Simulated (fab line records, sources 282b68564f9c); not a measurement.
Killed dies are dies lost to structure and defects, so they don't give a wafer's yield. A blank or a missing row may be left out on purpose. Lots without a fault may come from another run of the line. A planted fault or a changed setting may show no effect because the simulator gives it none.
fab line records | flow rit_cmos
record lots=12 wafers=36 last_day=7
route steps=202 shown CONTACT@175
lots that met no fault: from a run of the same line without faults
start_h: hours from the record's first day to the start of the lot's first wafer shown | wait_h: hours since the lot's step before | " the same as in the row above | L1.1+2: a row that stands for several wafers | - no value, or no start given | * or withheld: withheld | < > ~ a bound
route shown NAME@n: a module of which the file shows steps, and the number in the route of the first | usual: mean/standard deviation of fault-free wafers | same: alike in all rows | chamber/n: place in a boat | sites: the reading at each site | _std_site: their standard deviation | _edge_site: outer sites' mean less inner sites' | radius_mm: how far each site lies from the wafer's centre | mask NAME#n: copy n | behind: the tool/chamber that last shaped the wafer | hold: why the lot was held/for how many hours/how that ended | device: the transistor (n, p or np) that didn't switch | end of line: the same wafers' tests at the end of the route | a step without rows: its recipe alone | killed: dies lost to structure and defects at the first sort, not the wafer's yield | map: a wafer's dies, x killed, . not, _ none there
set.NAME: the setting as run; set.NAME@STEP: as run at that earlier step | model.NAME: the simulator's own value behind a step, which no gauge read
steps of the route over a sample of lots; a table a step, a row a wafer
## steps
# step RIT_CONTACT_DEVELOP_07
# recipe resist=NOVOLAK develop_time_s=120 dev_temp_c=23
# usual developer_temp_C=23.00/0.1 resist_line_temp_C=23.02/0.098
# columns lot.wafer tool chamber start_h wait_h developer_temp_C resist_line_temp_C
L194.1 litho_track-04 0 53 - 22.93 22.98
L194.2 " 0 " " 22.91 22.88
L194.6 " 0 " " 23.12 22.96
L195.1 litho_track-01 0 56 - 22.83 23.20
L195.2 " 0 " " 22.84 23.12
L195.4 " 0 " " 22.91 23.14
L196.3 litho_track-01 0 60 - 23.14 22.92
L196.4 " 0 " " 23.09 22.95
L196.5 " 0 " " 23.08 22.95
L197.1 litho_track-01 0 68 - 22.83 22.96
L197.3 " 0 " " 23.05 22.94
L197.4 " 0 " " 22.97 23.06
L198.1 litho_track-03 0 75 - 23.00 23.00
L198.4 " 0 " " 23.08 23.01
L198.5 " 0 " " 22.98 22.94
L199.2 litho_track-04 0 78 - 23.02 23.08
L199.4 " 0 " " 22.78 23.10
L199.5 " 0 " " 22.91 23.14
L203.1 litho_track-04 0 105 - 25.33 23.05
L203.4 " 0 106 - 25.35 23.03
L203.6 " 0 " " 25.22 22.93
L206.2 litho_track-04 0 114 - 25.44 23.14
L206.3 " 0 " " 25.26 23.04
L206.4 " 0 " " 25.52 22.95
L209.1 litho_track-03 0 131 - 22.85 23.10
L209.4 " 0 " " 22.98 23.17
L209.5 " 0 " " 23.08 23.03
L214.1 litho_track-03 0 151 - 22.88 23.01
L214.2 " 0 " " 22.86 22.98
L214.6 " 0 152 - 22.86 23.07
L216.2 litho_track-01 0 162 - 23.07 23.02
L216.3 " 0 " " 22.90 22.94
L216.5 " 0 163 - 22.98 23.02
L217.1 litho_track-01 0 166 - 22.97 23.13
L217.2 " 0 " " 23.06 23.14
L217.4 " 0 " " 23.08 23.07
# step RIT_CONTACT_CD_MEAS_08
# recipe target_cd_nm=1000
# usual cd_nm=999.7/2.1
# columns lot.wafer tool chamber start_h wait_h cd_nm
L194.1 cd_sem-02 - 53.58 - 994.3
L194.2 " - " " 996.4
L194.6 " - " " 996.9
L195.1 cd_sem-01 - 56.72 - 1001.0
L195.2 " - " " 1001.0
L195.4 " - " " 998.6
L196.3 cd_sem-02 - 61.01 - 1000.7
L196.4 " - " " 1001.6
L196.5 " - " " 999.4
L197.1 cd_sem-02 - 68.31 - 1000.0
L197.3 " - " " 1000.0
L197.4 " - " " 1000.9
L198.1 cd_sem-01 - 75.93 - 996.9
L198.4 " - " " 1001.0
L198.5 " - " " 999.5
L199.2 cd_sem-02 - 78.62 - 998.0
L199.4 " - " " 999.1
L199.5 " - " " 1002.5
L203.1 cd_sem-02 - 106.24 - 987.7
L203.4 " - " " 988.7
L203.6 " - " " 989.4
L206.2 cd_sem-01 - 114.32 - 992.5
L206.3 " - " " 991.2
L206.4 " - " " 992.0
L209.1 cd_sem-01 - 131.42 - 998.9
L209.4 " - " " 999.1
L209.5 " - " " 999.5
L214.1 cd_sem-02 - 152.19 - 1000.2
L214.2 " - " " 1000.4
L214.6 " - " " 998.5
L216.2 cd_sem-01 - 163.16 - 994.7
L216.3 " - " " 996.6
L216.5 " - " " 996.4
L217.1 cd_sem-01 - 166.60 - 1004.5
L217.2 " - " " 1001.9
L217.4 " - " " 1002.4
## key
first_sign step=RIT_CONTACT_DEVELOP_07 reading=developer_temp_C direction=up sigmas=23 usual=* struck=*
effect step=RIT_CONTACT_CD_MEAS_08 reading=cd_nm direction=down sigmas=4.5 usual=999.7 struck=990.3 through=control_loop
met_at RIT_CONTACT_DEVELOP_07
struck_lots L203,L206
tester_left_out L203,L206
loop_trim step=RIT_CONTACT_EXPOSE_05 setting=dose lots=L206
onset_between 78 105
fault kind=process_parameter_drift tool=litho_track-04 chamber=- onset_h=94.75 steps=RIT_CONTACT_DEVELOP_07 channel=dev_temp_c offset=* shape=step end_h=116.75 acts_in=* stated=*
# tester_left_out: of these lots the tester's yield and bins aren't shown, on N5 and GAA mostly nor the transistor test; their killed dies are dies lost to structure and defects alone, not to doping, threshold or leakage, so they don't give the yield
# loop_trim: a control loop set the setting to another value than it would have without faults
